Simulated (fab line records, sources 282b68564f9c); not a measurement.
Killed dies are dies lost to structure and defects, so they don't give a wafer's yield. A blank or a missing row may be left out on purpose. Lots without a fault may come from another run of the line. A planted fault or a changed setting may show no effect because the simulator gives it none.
A sampling plan put to the test | flow rit_cmos | one fab line, 14 faults that these records tell of, each judged on the records of the lots that it struck
The plan is the line's own looks: the steps of the route at which a gauge or an inspection reads the wafer and doesn't change it. A look can be judged if struck wafers have a number there and the file gives its usual mean and standard deviation on fault-free wafers. Caught: at a look after the fault's first step, the mean of the struck wafers lies 4 or more of those standard deviations (sigma) from the usual mean. On the tool: the same test on the tool's own readings at the fault's steps. Another recipe on the struck wafers, or a record that is blank for them alone, also counts as caught.

THE FAULTS, as the simulator had put them in
1. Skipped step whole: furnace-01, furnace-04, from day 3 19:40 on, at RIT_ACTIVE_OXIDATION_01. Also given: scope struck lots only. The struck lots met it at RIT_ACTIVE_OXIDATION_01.
2. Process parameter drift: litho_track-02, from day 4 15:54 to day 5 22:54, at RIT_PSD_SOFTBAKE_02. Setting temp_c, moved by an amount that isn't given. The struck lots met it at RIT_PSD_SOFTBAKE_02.
3. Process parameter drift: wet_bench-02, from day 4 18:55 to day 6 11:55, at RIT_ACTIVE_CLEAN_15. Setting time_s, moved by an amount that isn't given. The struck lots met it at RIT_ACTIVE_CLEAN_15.
4. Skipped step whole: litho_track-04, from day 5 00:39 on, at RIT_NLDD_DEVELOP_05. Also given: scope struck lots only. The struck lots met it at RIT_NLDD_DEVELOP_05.
5. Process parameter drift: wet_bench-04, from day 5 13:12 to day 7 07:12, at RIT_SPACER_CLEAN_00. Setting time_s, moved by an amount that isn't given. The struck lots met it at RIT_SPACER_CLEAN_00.
6. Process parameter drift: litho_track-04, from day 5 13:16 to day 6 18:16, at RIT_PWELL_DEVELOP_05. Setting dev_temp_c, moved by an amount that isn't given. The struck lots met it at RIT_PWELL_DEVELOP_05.
7. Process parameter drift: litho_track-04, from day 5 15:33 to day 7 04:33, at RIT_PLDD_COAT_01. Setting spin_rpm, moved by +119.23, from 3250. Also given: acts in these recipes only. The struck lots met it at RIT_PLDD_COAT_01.
8. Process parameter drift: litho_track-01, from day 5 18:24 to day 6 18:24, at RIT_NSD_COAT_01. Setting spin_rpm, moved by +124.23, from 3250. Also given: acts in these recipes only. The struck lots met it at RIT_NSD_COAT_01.
9. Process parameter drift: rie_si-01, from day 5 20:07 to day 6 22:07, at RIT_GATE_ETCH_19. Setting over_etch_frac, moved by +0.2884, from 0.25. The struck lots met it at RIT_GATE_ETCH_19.
10. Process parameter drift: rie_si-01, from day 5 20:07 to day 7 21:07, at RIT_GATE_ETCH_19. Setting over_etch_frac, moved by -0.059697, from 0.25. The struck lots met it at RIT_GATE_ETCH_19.
11. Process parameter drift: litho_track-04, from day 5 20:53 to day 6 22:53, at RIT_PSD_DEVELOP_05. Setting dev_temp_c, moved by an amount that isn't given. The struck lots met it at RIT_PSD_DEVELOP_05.
12. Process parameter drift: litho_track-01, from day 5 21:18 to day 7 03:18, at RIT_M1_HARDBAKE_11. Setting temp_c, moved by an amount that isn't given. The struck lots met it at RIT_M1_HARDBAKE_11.
13. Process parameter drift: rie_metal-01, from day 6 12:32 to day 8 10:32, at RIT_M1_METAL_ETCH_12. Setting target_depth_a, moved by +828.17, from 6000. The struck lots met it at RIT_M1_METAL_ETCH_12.
14. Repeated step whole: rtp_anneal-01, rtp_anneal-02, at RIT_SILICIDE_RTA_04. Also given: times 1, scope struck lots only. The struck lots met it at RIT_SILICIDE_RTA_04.

WHAT THE PLAN SAW
fault | on the tool itself                               | first look that catches it                      | reading, sigma | median hours from its first step to that look | hours from the fault's start to the first struck lot there | judged looks passed uncaught
1     | the tool's record is blank for the struck wafers | no look after it can be judged                  | -              | -                                             | -                                                          | 0
2     | heater_power_total_W +87 sigma                   | no look after it can be judged                  | -              | -                                             | -                                                          | 0
3     | run_length_s +5.3 sigma                          | not the one look that can be judged after it    | -              | -                                             | -                                                          | 1
4     | the tool's record is blank for the struck wafers | no look after it can be judged                  | -              | -                                             | -                                                          | 0
5     | run_length_s -32 sigma                           | no look after it can be judged                  | -              | -                                             | -                                                          | 0
6     | developer_temp_C +8.1 sigma                      | none of the 2 looks that can be judged after it | -              | -                                             | -                                                          | 2
7     | spin_speed_rpm +53 sigma                         | no look after it can be judged                  | -              | -                                             | -                                                          | 0
8     | spin_speed_rpm +58 sigma                         | not the one look that can be judged after it    | -              | -                                             | -                                                          | 1
9     | oes_product_au -10 sigma                         | no look after it can be judged                  | -              | -                                             | -                                                          | 0
10    | only faintly: oes_product_au +2.4 sigma          | no look after it can be judged                  | -              | -                                             | -                                                          | 0
11    | developer_temp_C -8.3 sigma                      | no look after it can be judged                  | -              | -                                             | -                                                          | 0
12    | heater_power_total_W -99 or beyond sigma         | no look after it can be judged                  | -              | -                                             | -                                                          | 0
13    | oes_product_au -4.0 sigma                        | no look after it can be judged                  | -              | -                                             | -                                                          | 0
14    | under 2 sigma                                    | no look after it can be judged                  | -              | -                                             | -                                                          | 0
A dash: the fault isn't caught, or these records don't give the number.

Caught at a look: 0 of 14. Caught on the tool: 12 of 14. By one or the other: 12 of 14.
Caught on the tool alone: faults 1, 2, 3, 4, 5, 6, 7, 8, 9, 11, 12, 13.
Caught by neither: faults 10, 14.
